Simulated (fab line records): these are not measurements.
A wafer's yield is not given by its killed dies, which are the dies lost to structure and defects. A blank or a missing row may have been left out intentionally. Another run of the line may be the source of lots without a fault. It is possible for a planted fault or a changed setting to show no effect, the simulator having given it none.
What tool caused it? :: flow rit-cmos :: Sampling: 14 lots, 42 wafers, 2 of 202 route steps

WHAT EACH GAUGE READ, for each wafer
Not one reading of a measure or inspect step in the record can be checked against a usual standard deviation.

EACH LOT AND THE TOOL THAT RAN IT (in order: tool; ch and the chambers of the sampled wafers; start)
lot: L682
RIT_PLDD_COAT_01: litho-track-04 ch 0, day 3 00:43
RIT_M1_PROBE_99: prober-01, day 3 15:41

lot: L683
RIT_PLDD_COAT_01: litho-track-04 ch 0, day 3 05:55
RIT_M1_PROBE_99: prober-02, day 3 21:02

lot: L684
RIT_PLDD_COAT_01: litho-track-02 ch 0, day 3 11:04
RIT_M1_PROBE_99: prober-01, day 4 02:05

lot: L685
RIT_PLDD_COAT_01: litho-track-03 ch 0, day 3 14:55
RIT_M1_PROBE_99: prober-02, day 4 05:48

lot: L686
RIT_PLDD_COAT_01: litho-track-02 ch 0, day 3 18:48
RIT_M1_PROBE_99: prober-01, day 4 09:44

lot: L688
RIT_PLDD_COAT_01: litho-track-02 ch 0, day 4 09:45
RIT_M1_PROBE_99: prober-01, day 5 00:49

lot: L689
RIT_PLDD_COAT_01: litho-track-03 ch 0, day 4 12:08
RIT_M1_PROBE_99: prober-02, day 5 03:21

lot: L690
RIT_PLDD_COAT_01: litho-track-03 ch 0, day 4 15:46
RIT_M1_PROBE_99: prober-01, day 5 06:23

lot: L691
RIT_PLDD_COAT_01: litho-track-02 ch 0, day 4 21:17
RIT_M1_PROBE_99: prober-02, day 5 13:23

lot: L697
RIT_PLDD_COAT_01: litho-track-02 ch 0, day 6 06:26
RIT_M1_PROBE_99: prober-02, day 6 20:56

lot: L698
RIT_PLDD_COAT_01: litho-track-04 ch 0, day 6 19:43
RIT_M1_PROBE_99: prober-01, day 7 10:52

lot: L699
RIT_PLDD_COAT_01: litho-track-03 ch 0, day 6 19:58
RIT_M1_PROBE_99: prober-02, day 7 12:22

lot: L700
RIT_PLDD_COAT_01: litho-track-03 ch 0, day 7 09:13
RIT_M1_PROBE_99: prober-01, day 8 00:06

lot: L704
RIT_PLDD_COAT_01: litho-track-02 ch 0, day 8 16:48
RIT_M1_PROBE_99: prober-01, day 9 08:40
- RIT_PLDD_COAT_01: resist thk 1000 nm.
- RIT_M1_PROBE_99

WHAT THE TOOLS THEMSELVES READ (means of the sampled wafers that have a number; where no wafer has one, the mark that the record gives instead)
RIT_PLDD_COAT_01.
lot: L682
tool: litho-track-04
spin-speed-rpm (rpm): 3247.5

lot: L683
tool: litho-track-04
spin-speed-rpm (rpm): 3250.5

lot: L684
tool: litho-track-02
spin-speed-rpm (rpm): 3250.4

lot: L685
tool: litho-track-03
spin-speed-rpm (rpm): 3249.9

lot: L686
tool: litho-track-02
spin-speed-rpm (rpm): 3251.0

lot: L688
tool: litho-track-02
spin-speed-rpm (rpm): 3251.1

lot: L689
tool: litho-track-03
spin-speed-rpm (rpm): 3246.0

lot: L690
tool: litho-track-03
spin-speed-rpm (rpm): 3247.5

lot: L691
tool: litho-track-02
spin-speed-rpm (rpm): 3250.6

lot: L697
tool: litho-track-02
spin-speed-rpm (rpm): 3250.0

lot: L698
tool: litho-track-04
spin-speed-rpm (rpm): 3250.8

lot: L699
tool: litho-track-03
spin-speed-rpm (rpm): 3172.0

lot: L700
tool: litho-track-03
spin-speed-rpm (rpm): 3172.5

lot: L704
tool: litho-track-02
spin-speed-rpm (rpm): 3251.1

RIT_M1_PROBE_99.
lot: L682
tool: prober-01
killed-at-contacts: 0.0
killed-at-front-end: 3
killed-dies: 3
killed-on-rim: 0.7
killed-open: 1.3
killed-short: 1.7

lot: L683
tool: prober-02
killed-at-contacts: 0.0
killed-at-front-end: 9
killed-dies: 9
killed-on-rim: 2.7
killed-open: 4.3
killed-short: 5.0

lot: L684
tool: prober-01
killed-at-contacts: 0.0
killed-at-front-end: 5
killed-dies: 5
killed-on-rim: 1.0
killed-open: 2.3
killed-short: 3.0

lot: L685
tool: prober-02
killed-at-contacts: 0.0
killed-at-front-end: 5
killed-dies: 5
killed-on-rim: 0.7
killed-open: 2.3
killed-short: 3.0

lot: L686
tool: prober-01
killed-at-contacts: 0.0
killed-at-front-end: 7
killed-dies: 7
killed-on-rim: 1.0
killed-open: 4.0
killed-short: 3.3

lot: L688
tool: prober-01
killed-at-contacts: 0.0
killed-at-front-end: 6
killed-dies: 6
killed-on-rim: 1.0
killed-open: 3.0
killed-short: 3.3

lot: L689
tool: prober-02
killed-at-contacts: 0.0
killed-at-front-end: 5
killed-dies: 5
killed-on-rim: 1.7
killed-open: 1.3
killed-short: 3.3

lot: L690
tool: prober-01
killed-at-contacts: 0.7
killed-at-front-end: 9
killed-dies: 9
killed-on-rim: 3.3
killed-open: 4.0
killed-short: 5.3

lot: L691
tool: prober-02
killed-at-contacts: 0.0
killed-at-front-end: 6
killed-dies: 6
killed-on-rim: 1.0
killed-open: 5.0
killed-short: 1.3

lot: L697
tool: prober-02
killed-at-contacts: 0.0
killed-at-front-end: 6
killed-dies: 6
killed-on-rim: 2.7
killed-open: 2.3
killed-short: 3.3

lot: L698
tool: prober-01
killed-at-contacts: 0.0
killed-at-front-end: 10
killed-dies: 10
killed-on-rim: 3.7
killed-open: 5.3
killed-short: 4.3

lot: L699
tool: prober-02
killed-at-contacts: 0.0
killed-at-front-end: 5
killed-dies: 5
killed-on-rim: 1.3
killed-open: 2.3
killed-short: 2.3

lot: L700
tool: prober-01
killed-at-contacts: 0.0
killed-at-front-end: 8
killed-dies: 8
killed-on-rim: 1.7
killed-open: 5.7
killed-short: 2.3

lot: L704
tool: prober-01
killed-at-contacts: 0.0
killed-at-front-end: 7
killed-dies: 7
killed-on-rim: 1.0
killed-open: 3.7
killed-short: 3.0

THE ANSWER, worked out from the rows above alone
Rule: what is usual is taken from the lots themselves. The widest of any qualifying gaps counts: lots, ordered by their means at a reading, are off when they make up no more than a third of the lots, leave a main group of 4 or more, and stand apart from it by 3 or more times the standard deviation of that group's means. A main group is skipped when, at the precision printed for the reading in the tables above, its means are all equal. Also off: a lot with no number at a reading for which 4 or more lots have one. Where the step has rows for the other lots, those lots are counted as sound. First the gauges in route order, then the tools' own readings, where a lot's mean is used as printed above. The first step at which some lot is off is used, and at that step the reading that is off furthest; a lot without a number counts as furthest.
Off, at RIT_PLDD_COAT_01 on spin-speed-rpm: L699, L700. Mean 3249.7 rpm and standard deviation 1.6 in the main group.
If a tool, at that step or one of the process steps before it, ran each lot that is off and ran no sound lot following the first of them, it fits. One fits: litho-track-03 at RIT_PLDD_COAT_01. A fault onset in the window from L690 (day 4 15:46, its last sound lot) to L699 (day 6 19:58, its first lot off) fits.
On the lots that are off, the tool's own readings at RIT_PLDD_COAT_01 differ by more than 5 times the standard deviation of the sound lots' means, which bears it out; spin-speed-rpm reads 3172.2 rpm there versus 3249.7 rpm on the sound lots.

WHAT WAS PUT IN BY THE SIMULATOR
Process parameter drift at RIT_PLDD_COAT_01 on litho-track-03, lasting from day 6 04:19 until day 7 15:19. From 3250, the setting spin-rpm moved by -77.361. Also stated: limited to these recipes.
Shown lots that were struck: L699, L700. This agrees with what the rule above found.
